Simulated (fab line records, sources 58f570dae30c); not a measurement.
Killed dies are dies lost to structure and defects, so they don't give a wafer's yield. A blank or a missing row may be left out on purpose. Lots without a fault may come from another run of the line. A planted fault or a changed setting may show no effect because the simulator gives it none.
A struck lot beside a sound one | flow berkeley_cmos170 | 17 steps out of a route of 331
Sound: wafers L915.1, L915.3, L915.4. Struck: wafers L918.2, L918.4, L918.5. The cause comes at the end.
At each step with rows: each side's tool, then ch and its chambers, then its first start. Under that, the readings that differ: sound wafers | struck wafers | difference of the means | sigmas: that difference in standard deviations of wafers without a fault.
alike: readings whose means differ by less than 2 such deviations, and words and numbers that are the same on both sides. not compared: withheld readings, readings that some wafer has no value for, bounds like >300 that may hide the same value, and numbers for which the record gives no deviation and whose values overlap.
The two part at a step that has a row with sigmas, a row that says differs or no value, or rows on one side only. Numbers that don't overlap but have no deviation are shown without sigmas and don't part them. A reading that every wafer of one side lacks parts them only if that side has two wafers or more.

UCB170_NWELL_THK_MEAS_02:
  sound on film_metro-02, day 4 01:16; struck on film_metro-01, day 4 18:35
  alike: NWELL_OXIDE_THK
then, 2 steps without rows for these wafers: UCB170_NWELL_ANNEAL_03 (time 900 s); UCB170_NWELL_CVD_04 (deposits Si3N4 from SiH2Cl2/NH3, target thk 224 nm, time 3360 s).
UCB170_NWELL_THK_MEAS_05:
  sound on film_metro-01, day 4 09:00; struck on film_metro-04, day 4 23:08
  reading                | sound             | struck            | difference | sigmas
  NWELL_NITRIDE_THK (nm) | 223.0 221.8 221.9 | 226.3 227.9 225.2 | +4.2       | +3
then, 6 steps without rows for these wafers: UCB170_NWELL_HMDS_06 (prime time 60 s); UCB170_NWELL_COAT_07 (resist thk 900 nm); UCB170_NWELL_SOFTBAKE_08 (time 60 s); UCB170_NWELL_EXPOSE_09 (exposes mask NWELL, target cd 3000 nm); UCB170_NWELL_PEB_10; UCB170_NWELL_DEVELOP_11 (develop time 45 s).
UCB170_NWELL_OVL_MEAS_12:
  sound on overlay-01, day 4 10:34; struck on overlay-02, day 5 00:01
  alike: NWELL_OVL
UCB170_NWELL_ETCH_13: etches Si3N4 in CH3F/Ar/O2, stops on SiO2, target depth 246.4 nm, time 154 s.
  sound on rie_diel-01 ch 0,1,3, day 4 10:37; struck on rie_diel-03 ch 1,2, day 5 00:03
  alike: CH3F_flow_sccm, drypump_motor_current_A, oes_product_au, throttle_valve_pct
  not compared: rf_hours_counter_h
UCB170_NWELL_IMPLANT_14:
  sound on implanter-03 ch 0, day 4 10:43; struck on implanter-04 ch 0, day 5 00:11
  reading            | sound            | struck         | difference | sigmas
  beam_on_s (s)      | 9.99 10.11 10.13 | 7.66 7.80 7.73 | -2.35      | -12
  faraday_current_uA | 31.7 31.5 31.3   | 41.5 40.8 41.0 | +9.6       | +15
  alike: end_station_pressure_torr
UCB170_NWELL_STRIP_15: strips in O2.
  sound on plasma_asher-04 ch 0,1, day 4 10:52; struck on plasma_asher-04 ch 0,1, day 5 00:19
  alike: drypump_motor_current_A, oes_product_au, strip_time_to_endpoint_s
  not compared: rf_hours_counter_h
UCB170_NWELL_TW_MEAS_16:
  sound on film_metro-04, day 4 10:58; struck on film_metro-01, day 5 00:25
  reading  | sound          | struck         | difference | sigmas
  NWELL_TW | 1234 1233 1230 | 1137 1143 1143 | -91        | -8
then, 1 step without rows for these wafers: UCB170_NWELL_CLEAN_17 (cleans in SPM, time 600 s).
UCB170_M3_PROBE_99:
  the record has rows for the sound wafers here (prober-02, day 9 22:44) and none for the struck ones

WHERE THEY PART
First at UCB170_NWELL_THK_MEAS_05; last, within this record, at UCB170_M3_PROBE_99.

WHY: what the simulator had put in
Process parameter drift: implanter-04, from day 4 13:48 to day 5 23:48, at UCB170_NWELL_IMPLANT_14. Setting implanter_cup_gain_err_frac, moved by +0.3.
